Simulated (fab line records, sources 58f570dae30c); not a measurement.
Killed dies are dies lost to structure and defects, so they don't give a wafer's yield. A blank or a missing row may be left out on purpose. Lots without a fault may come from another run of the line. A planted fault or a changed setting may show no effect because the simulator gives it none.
Which tool did it? | flow berkeley_cmos170 | 14 lots, 42 wafers sampled, at 6 steps of a route of 331

WHAT THE GAUGES READ, wafer by wafer
UCB170_FIELD_THK_MEAS_02. Usual: FIELD_OXIDE_THK 559 nm, standard deviation 13.
lot  | measured    | on            | FIELD_OXIDE_THK (nm) | flag
L706 | day 5 06:32 | film_metro-03 | 532 529 536          |
L707 | day 5 06:32 | film_metro-02 | 534 535 546          |
L708 | day 5 06:32 | film_metro-01 | 561 557 561          |
L711 | day 5 15:01 | film_metro-02 | 555 554 551          |
L709 | day 5 15:01 | film_metro-03 | 572 558 564          |
L710 | day 5 15:02 | film_metro-01 | 543 544 546          |
L712 | day 5 20:37 | film_metro-02 | 544 542 542          |
L716 | day 6 22:31 | film_metro-03 | 561 558 556          |
L718 | day 7 05:50 | film_metro-01 | 567 575 557          |
L720 | day 7 18:29 | film_metro-02 | 550 548 549          |
L722 | day 8 06:32 | film_metro-02 | 551 554 560          |
L723 | day 8 06:33 | film_metro-01 | 556 560 558          |
L726 | day 8 22:58 | film_metro-02 | 573 561 567          |
L727 | day 8 22:58 | film_metro-01 | 561 567 562          |

UCB170_PLDD_OVL_MEAS_07. Usual: PLDD_OVL 0 nm, standard deviation 4.8.
lot  | measured     | on         | PLDD_OVL (nm) | flag
L706 | day 6 19:35  | overlay-01 | 2 3 1         |
L707 | day 6 19:19  | overlay-01 | -7 -1 2       |
L708 | day 6 19:29  | overlay-02 | -6 -5 -5      |
L711 | day 7 00:59  | overlay-02 | -3 -5 0       |
L709 | day 7 01:34  | overlay-02 | 0 -4 0        |
L710 | day 7 01:19  | overlay-02 | -4 4 -3       |
L712 | day 7 03:16  | overlay-02 | -2 1 1        |
L716 | day 8 15:12  | overlay-02 | -5 5 0        |
L718 | day 8 20:41  | overlay-01 | -5 -4 0       |
L720 | day 9 05:29  | overlay-01 | 2 2 1         |
L722 | day 10 04:43 | overlay-01 | -6 -4 -3      |
L723 | day 9 23:19  | overlay-02 | -5 -10 -5     |
L726 | day 10 20:49 | overlay-02 | -5 -5 -3      |
L727 | day 10 21:03 | overlay-01 | 3 2 3         |

UCB170_PLDD_TW_MEAS_11. Usual: PLDD_TW 1012, standard deviation 7.6.
lot  | measured     | on            | PLDD_TW        | flag
L706 | day 6 20:03  | film_metro-03 | 1015 1014 1020 |
L707 | day 6 19:45  | film_metro-03 | 1012 1016 1015 |
L708 | day 6 19:55  | film_metro-03 | 1016 1022 1013 |
L711 | day 7 01:25  | film_metro-04 | 1003 1005 1008 |
L709 | day 7 02:01  | film_metro-04 | 1037 1033 1032 |
L710 | day 7 01:46  | film_metro-02 | 1029 1032 1027 |
L712 | day 7 03:41  | film_metro-03 | 1005 1005 1000 |
L716 | day 8 15:38  | film_metro-04 | 1027 1035 1036 |
L718 | day 8 21:08  | film_metro-03 | 1005 1008 1011 |
L720 | day 9 05:55  | film_metro-04 | 1004 1013 1006 |
L722 | day 10 05:09 | film_metro-02 | 1022 1019 1024 |
L723 | day 9 23:46  | film_metro-02 | 1027 1020 1025 |
L726 | day 10 21:14 | film_metro-04 | 1010 1008 1007 |
L727 | day 10 21:29 | film_metro-04 | 1007 1012 1007 |

UCB170_SPACER_THK_MEAS_01. Usual: SPACER_TEOS_THK 377 nm, standard deviation 4.5.
lot  | measured     | on            | SPACER_TEOS_THK (nm) | flag
L706 | day 6 23:05  | film_metro-03 | 377 377 383          |
L707 | day 6 22:14  | film_metro-04 | 374 382 376          |
L708 | day 6 22:49  | film_metro-01 | 373 373 371          |
L711 | day 7 04:31  | film_metro-01 | 376 374 383          |
L709 | day 7 04:56  | film_metro-04 | 378 377 381          |
L710 | day 7 04:46  | film_metro-01 | 379 382 378          |
L712 | day 7 06:07  | film_metro-01 | 377 379 382          |
L716 | day 8 17:43  | film_metro-01 | 370 378 377          |
L718 | day 8 23:10  | film_metro-04 | 372 371 374          |
L720 | day 9 08:05  | film_metro-03 | 374 379 377          |
L722 | day 10 07:50 | film_metro-01 | 379 375 382          |
L723 | day 10 02:01 | film_metro-04 | 373 375 378          |
L726 | day 10 23:34 | film_metro-04 | 365 373 381          |
L727 | day 11 00:05 | film_metro-01 | 373 376 383          |

UCB170_SDANNEAL_RS_MEAS_04: measures by four-point-probe. Usual: PLDD_RS 1031.0 ohm/sq, standard deviation 2.5.
lot  | measured     | on            | PLDD_RS (ohm/sq)     | flag
L706 | day 7 07:32  | film_metro-04 | 1031.6 1032.0 1034.1 |
L707 | day 7 06:58  | film_metro-04 | 1032.7 1029.6 1032.6 |
L708 | day 7 07:10  | film_metro-03 | 1028.2 1027.1 1029.5 |
L711 | day 7 13:31  | film_metro-02 | 1032.0 1031.1 1033.7 |
L709 | day 7 13:48  | film_metro-04 | 968.0 966.7 967.3    | OFF
L710 | day 7 14:06  | film_metro-03 | 1028.8 1030.3 1032.9 |
L712 | day 7 14:25  | film_metro-04 | 1028.8 1030.0 1033.1 |
L716 | day 9 04:53  | film_metro-04 | 970.8 968.1 968.2    | OFF
L718 | day 9 12:36  | film_metro-03 | 1028.8 1030.2 1028.7 |
L720 | day 9 18:28  | film_metro-02 | 1030.9 1030.7 1032.3 |
L722 | day 10 17:17 | film_metro-04 | 1027.5 1034.1 1030.7 |
L723 | day 10 11:16 | film_metro-02 | 1031.1 1031.4 1031.1 |
L726 | day 11 11:24 | film_metro-04 | 1030.3 1026.8 1029.7 |
L727 | day 11 11:24 | film_metro-02 | 1030.7 1029.8 1032.8 |

WHICH TOOL RAN EACH LOT (tool, then ch and the chambers of the sampled wafers, then the start)
lot  | UCB170_PLDD_IMPLANT_08
L706 | implanter-03 ch 0, day 6 19:39
L707 | implanter-03 ch 0, day 6 19:21
L708 | implanter-04 ch 0, day 6 19:31
L711 | implanter-04 ch 0, day 7 01:01
L709 | implanter-04 ch 0, day 7 01:38
L710 | implanter-03 ch 0, day 7 01:24
L712 | implanter-03 ch 0, day 7 03:17
L716 | implanter-04 ch 0, day 8 15:15
L718 | implanter-01 ch 0, day 8 20:46
L720 | implanter-01 ch 0, day 9 05:32
L722 | implanter-03 ch 0, day 10 04:45
L723 | implanter-03 ch 0, day 9 23:23
L726 | implanter-03 ch 0, day 10 20:50
L727 | implanter-04 ch 0, day 10 21:05
- UCB170_PLDD_IMPLANT_08

WHAT THE TOOLS THEMSELVES READ (means of the sampled wafers that have a number; where no wafer has one, the mark that the record gives instead)
UCB170_PLDD_IMPLANT_08. Usual: dose_ions_cm2 5.001e+13, standard deviation 4.9e+10; faraday_current_uA 158.8, standard deviation 3.
lot  | tool         | dose_ions_cm2 | faraday_current_uA | flag
L706 | implanter-03 | 4.999e+13     | 160.0              |
L707 | implanter-03 | 5.000e+13     | 156.1              |
L708 | implanter-04 | 5.001e+13     | 159.0              |
L711 | implanter-04 | 5.004e+13     | 160.0              |
L709 | implanter-04 | 5.803e+13     | 186.3              | OFF
L710 | implanter-03 | 5.003e+13     | 156.2              |
L712 | implanter-03 | 5.006e+13     | 158.4              |
L716 | implanter-04 | 5.797e+13     | 184.7              | OFF
L718 | implanter-01 | 4.995e+13     | 160.1              |
L720 | implanter-01 | 5.002e+13     | 159.3              |
L722 | implanter-03 | 4.995e+13     | 160.4              |
L723 | implanter-03 | 4.998e+13     | 159.9              |
L726 | implanter-03 | 5.002e+13     | 160.9              |
L727 | implanter-04 | 4.999e+13     | 159.8              |

THE ANSWER, worked out from the rows above alone
Rule: a lot is off if the mean of its wafers that have a number lies more than 3 standard deviations from the usual mean. A lot without any number at a reading at which 4 lots or more have one is off too. The other lots that the step has rows for count as sound. The gauges are gone through in route order, then the tools' own readings, and for those a lot's mean is taken as printed above. The first step at which some lot is off is used, and at that step the reading that is off furthest; a lot without a number counts as furthest.
Off: L709, L716, at UCB170_SDANNEAL_RS_MEAS_04 (PLDD_RS).
A tool fits if, at a process step before that reading, it ran every lot that is off, and no sound lot after the first of them. The gauges at UCB170_SDANNEAL_RS_MEAS_04 aren't tried: what is off there is off at UCB170_PLDD_IMPLANT_08 too, on other tools, and a gauge's error can't cause that. None of those tried fits.

WHAT THE SIMULATOR HAD PUT IN
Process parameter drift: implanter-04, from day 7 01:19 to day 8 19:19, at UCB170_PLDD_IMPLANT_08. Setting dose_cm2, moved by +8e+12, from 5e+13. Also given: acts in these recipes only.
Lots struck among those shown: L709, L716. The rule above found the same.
